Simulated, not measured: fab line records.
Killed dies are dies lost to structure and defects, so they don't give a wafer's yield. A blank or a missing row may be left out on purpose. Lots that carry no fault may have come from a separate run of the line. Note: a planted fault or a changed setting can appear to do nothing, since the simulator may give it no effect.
A struck lot beside a sound one    flow ritCmos    20 out of 202 route steps
Sound: these wafers, L506.2, L506.5, L506.6. The struck wafers were L501.1, L501.4, L501.5. The cause is given at the end.
At each step with rows: each side's tool, then ch and its chambers, then its first start. Under that, the readings that differ: sound wafers    struck wafers    difference of the means    sigmas: that difference in standard deviations of wafers without a fault.
alike: readings with means less than 2 such deviations apart, plus words and numbers identical on both sides. not compared: withheld readings, readings lacking a value on some wafer, bounds such as >300 that could conceal the same value, and numbers that have no deviation in the record and whose values overlap.
Wherever a step has rows on one side only, a row that says differs or no value, or a row with sigmas, the two part there. Numbers that don't overlap but have no deviation are shown without sigmas and don't part them. A reading that every wafer of one side lacks parts them only if that side has two wafers or more.

first, 2 steps without rows for these wafers: RIT_NWELL_HARDBAKE_07 (time 120 s); RIT_NWELL_IMPLANT_08.
RIT_NWELL_STRIP_09: strips in O2, time 180 s.
  sound on plasmaAsher-03 ch 0,1, day 4 20:49; struck on plasmaAsher-03 ch 0, day 3 20:11
  alike: drypumpMotorCurrentA
  not compared: rfHoursCounterH
RIT_NWELL_TW_MEAS_10:
  sound: filmMetro-01 at day 4 20:59; struck: filmMetro-01 at day 3 20:22
  alike: NWELL_TW
then, 6 steps without rows for these wafers: RIT_PWELL_HMDS_00 (prime time 60 s); RIT_PWELL_COAT_01 (resist thk 1300 nm); RIT_PWELL_SOFTBAKE_02 (time 59.02 s); RIT_PWELL_EXPOSE_03 (exposes mask M3, target cd 43700 nm); RIT_PWELL_PEB_04; RIT_PWELL_DEVELOP_05 (develop time 68 s).
RIT_PWELL_OVL_MEAS_06:
  sound: overlay-01 at day 4 22:03; struck: overlay-01 at day 3 21:25
  alike: PWELL_OVL
then, 1 step without rows for these wafers: RIT_PWELL_HARDBAKE_07 (time 120 s).
RIT_PWELL_IMPLANT_08:
  sound on implanter-03 ch 0, day 4 22:22; struck on implanter-04 ch 0, day 3 21:43
  alike: beamOnS
RIT_PWELL_STRIP_09: strips in O2, time 180 s.
  sound on plasmaAsher-01 ch 0,1, day 4 22:29; struck on plasmaAsher-02 ch 0,1, day 3 21:52
  alike: drypumpMotorCurrentA
  not compared: rfHoursCounterH
RIT_PWELL_TW_MEAS_10:
  sound: filmMetro-01 at day 4 22:40; struck: filmMetro-03 at day 3 22:02
  alike: PWELL_TW
then, 1 step without rows for these wafers: RIT_WELLDRIVE_ANNEAL_00 (time 14700 s).
RIT_WELLDRIVE_RS_MEAS_01: the measuring method here is four-point-probe.
  sound: filmMetro-04 at day 5 03:49; struck: filmMetro-03 at day 4 03:25
  alike: NWELL_RS
RIT_WELLDRIVE_RS_MEAS_02: the measuring method here is four-point-probe.
  sound: filmMetro-04 at day 5 03:56; struck: filmMetro-03 at day 4 03:32
reading            sound              struck             difference  sigmas
PWELL_RS (ohm/sq)  430.3 431.2 430.7  464.1 464.5 464.1  +33.5       +30
then, 1 step without rows for these wafers: RIT_NRETRO_HMDS_00 (prime time 60 s).
RIT_M1_PROBE_99:
  sound: prober-02 at day 6 15:55; struck: prober-01 at day 5 09:01
reading                                        sound                 struck                difference  sigmas
model.etest.nmos_0p3.rOnOhmUm                  2182 2131 2107        2039 2069 2029        -94         
model.etest.pwellPinched.rsOhmSqRange          14.6 6.689 25.82      62.04 63.18 69.45     +49.19      
model.etest.pwellPinched.rsOhmSq               469.8 457.2 461.3     492.3 495 492.7       +30.6       
model.etest.nmos_0p15.driveUaUmRange           18.81 11.64 13.67     49.07 50.4 46.66      +34.00      
model.etest.pwell.rsOhmSq                      421 421.2 419.2       448.6 441.6 447.3     +25.4       
model.etest.pwellPinched.rsOhmSqRimLessCentre  -2.395 -1.907 -8.036  -27.49 -32.43 -37.51  -28.36      
model.etest.nmosTurned.driveUaUm               311.9 318.1 329.2     364.7 364.8 355.9     +42.1       
model.etest.nmos_0p15.driveUaUm                467 468.9 489.9       509.9 503.5 502.4     +30.0       
  alike: killedAtFrontEnd, killedDies, killedOpen, killedShort

== WHERE THEY PART ==
Only at RIT_WELLDRIVE_RS_MEAS_02, as far as this record shows. Later steps at which nothing parts them and some readings are alike: RIT_M1_PROBE_99.

WHY: what the simulator had put in
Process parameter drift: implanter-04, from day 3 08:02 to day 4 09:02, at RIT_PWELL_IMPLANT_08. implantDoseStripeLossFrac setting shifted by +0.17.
